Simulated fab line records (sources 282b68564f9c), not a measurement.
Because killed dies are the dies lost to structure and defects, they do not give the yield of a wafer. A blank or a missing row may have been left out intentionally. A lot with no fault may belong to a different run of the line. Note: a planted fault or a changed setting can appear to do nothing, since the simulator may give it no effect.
Which of the tools did it?	flow ritCmos	21 wafers from 7 lots sampled at 2 of the route's 202 steps

## WHAT EACH GAUGE READ, for each wafer
RIT_PLDD_TW_MEAS_10.
lot	measured	on	PLDD_TW
L324	day 3 02:23	filmMetro-04	2319 2326 2319
L328	day 3 23:14	filmMetro-02	2374 2380 2397
L331	day 4 14:14	filmMetro-01	30 30 30
L340	day 6 09:51	filmMetro-04	2338 2340 2353
L342	day 7 02:25	filmMetro-02	2371 2346 2366
L344	day 7 10:16	filmMetro-01	2344 2318 2329
L346	day 8 00:28	filmMetro-02	2361 2389 2387

## EACH LOT AND THE TOOL THAT RAN IT (in order: tool; ch and the chambers of the sampled wafers; start)
lot	RIT_NLDD_STRIP_09
L324	plasmaAsher-02 ch 0,1, day 3 00:46
L328	plasmaAsher-04 ch 0,1, day 3 21:31
L331	plasmaAsher-02 ch 0,1, day 4 12:31
L340	plasmaAsher-02 ch 0,1, day 6 08:15
L342	plasmaAsher-01 ch 0,1, day 7 00:49
L344	plasmaAsher-02 ch 0,1, day 7 08:35
L346	plasmaAsher-02 ch 0,1, day 7 22:52
- RIT_NLDD_STRIP_09: strips in O2, time 180 s.

## THE ANSWER, worked out from the rows above alone
Rule: the lots themselves supply what counts as usual. The widest of any qualifying gaps counts: lots, ordered by their means at a reading, are off when they make up no more than a third of the lots, leave a main group of 4 or more, and stand apart from it by 3 or more times the standard deviation of that group's means. If all means in a main group match to the digits the tables above print for the reading, that group is not used. A lot without any number at a reading at which 4 lots or more have one is off too. Any other lot the step has rows for is counted as sound.
Off: at RIT_PLDD_TW_MEAS_10 (PLDD_TW), L331. Main group: mean 2353, sd 23.
If a tool, at a process step before that reading, ran all the lots that are off and no sound lot after the first of them, it fits. Those tools and the gauges at RIT_PLDD_TW_MEAS_10 are tried in the same way. Not one of the candidates tried fits.

## WHAT THE SIMULATOR PUT IN
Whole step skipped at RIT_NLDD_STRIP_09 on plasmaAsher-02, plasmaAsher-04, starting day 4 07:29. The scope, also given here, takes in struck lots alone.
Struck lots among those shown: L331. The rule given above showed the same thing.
